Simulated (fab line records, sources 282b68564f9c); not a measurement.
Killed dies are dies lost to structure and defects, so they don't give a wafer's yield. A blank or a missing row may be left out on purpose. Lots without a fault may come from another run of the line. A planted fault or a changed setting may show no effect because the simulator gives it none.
Which tool did it? | flow rit_cmos | 14 lots, 42 wafers sampled, at 2 steps of a route of 202

WHAT THE GAUGES READ, wafer by wafer
RIT_GATE_THK_MEAS_09.
lot  | measured    | on            | GATE_POLY_THK (nm)
L620 | day 2 12:20 | film_metro-03 | 252.2 253.3 252.2
L621 | day 2 15:52 | film_metro-02 | 251.3 250.7 249.5
L624 | day 3 08:20 | film_metro-04 | 246.6 248.6 248.4
L625 | day 3 12:26 | film_metro-04 | 252.9 251.4 253.5
L628 | day 4 04:29 | film_metro-04 | 124.9 124.0 124.4
L630 | day 4 14:49 | film_metro-02 | 116.6 120.6 117.7
L633 | day 5 15:22 | film_metro-04 | 251.9 252.8 250.1
L634 | day 5 15:21 | film_metro-03 | 250.1 249.7 248.9
L635 | day 5 21:02 | film_metro-04 | 248.7 249.2 250.4
L638 | day 6 13:17 | film_metro-04 | 251.8 249.8 250.2
L639 | day 6 18:43 | film_metro-04 | 253.7 255.0 254.5
L640 | day 6 19:35 | film_metro-03 | 252.2 253.0 252.5
L641 | day 7 02:56 | film_metro-02 | 249.4 247.9 248.6
L643 | day 7 07:55 | film_metro-03 | 252.9 251.7 253.5

WHICH TOOL RAN EACH LOT (tool, then ch and the chambers of the sampled wafers, then the start)
lot  | RIT_GATE_CVD_08
L620 | lpcvd-02 ch 0, day 2 10:41
L621 | lpcvd-01 ch 1, day 2 14:15
L624 | lpcvd-02 ch 1, day 3 06:43
L625 | lpcvd-02 ch 1, day 3 10:49
L628 | lpcvd-02 ch 0, day 4 02:50
L630 | lpcvd-02 ch 0, day 4 13:10
L633 | lpcvd-01 ch 1, day 5 13:44
L634 | lpcvd-01 ch 0, day 5 13:44
L635 | lpcvd-01 ch 1, day 5 19:25
L638 | lpcvd-01 ch 1, day 6 11:41
L639 | lpcvd-01 ch 0, day 6 17:05
L640 | lpcvd-02 ch 0, day 6 17:59
L641 | lpcvd-02 ch 1, day 7 01:19
L643 | lpcvd-01 ch 0, day 7 06:17
- RIT_GATE_CVD_08: deposits poly-Si from SiH4, target thk 250 nm, time 2220 s.

WHAT THE TOOLS THEMSELVES READ (means of the sampled wafers that have a number; where no wafer has one, the mark that the record gives instead)
RIT_GATE_CVD_08.
lot  | tool     | susceptor_temp_C (C) | zone_power_load_pct (%)
L620 | lpcvd-02 | 610.3                | 12.6
L621 | lpcvd-01 | 610.0                | 10.8
L624 | lpcvd-02 | 610.1                | 10.8
L625 | lpcvd-02 | 610.2                | 11.0
L628 | lpcvd-02 | 609.9                | 12.6
L630 | lpcvd-02 | 609.9                | 12.5
L633 | lpcvd-01 | 610.2                | 10.7
L634 | lpcvd-01 | 610.2                | 10.7
L635 | lpcvd-01 | 609.8                | 10.8
L638 | lpcvd-01 | 610.1                | 10.9
L639 | lpcvd-01 | 610.0                | 10.6
L640 | lpcvd-02 | 609.5                | 12.4
L641 | lpcvd-02 | 609.8                | 10.9
L643 | lpcvd-01 | 609.9                | 10.7

THE ANSWER, worked out from the rows above alone
Rule: what is usual is taken from the lots themselves. Put in order of their means at a reading, lots are off if they are a third of the lots or fewer, leave a main group of 4 or more, and stand apart from it by a gap of 3 or more times the standard deviation of the main group's means; of several such gaps the widest counts. A main group whose means are all the same, to the digits that the tables above print for the reading, isn't used. A lot without any number at a reading at which 4 lots or more have one is off too. The other lots that the step has rows for count as sound. The gauges are gone through in route order, then the tools' own readings, and for those a lot's mean is taken as printed above. The first step at which some lot is off is used, and at that step the reading that is off furthest; a lot without a number counts as furthest.
Off: L628, L630, at RIT_GATE_THK_MEAS_09 (GATE_POLY_THK). The main group: mean 251.1 nm, standard deviation 1.9.
A tool fits if, at a process step before that reading, it ran every lot that is off, and no sound lot after the first of them. The gauges at RIT_GATE_THK_MEAS_09 aren't tried: what is off there is off at RIT_GATE_CVD_08 too, on other tools, and a gauge's error can't cause that. None of those tried fits.

WHAT THE SIMULATOR HAD PUT IN
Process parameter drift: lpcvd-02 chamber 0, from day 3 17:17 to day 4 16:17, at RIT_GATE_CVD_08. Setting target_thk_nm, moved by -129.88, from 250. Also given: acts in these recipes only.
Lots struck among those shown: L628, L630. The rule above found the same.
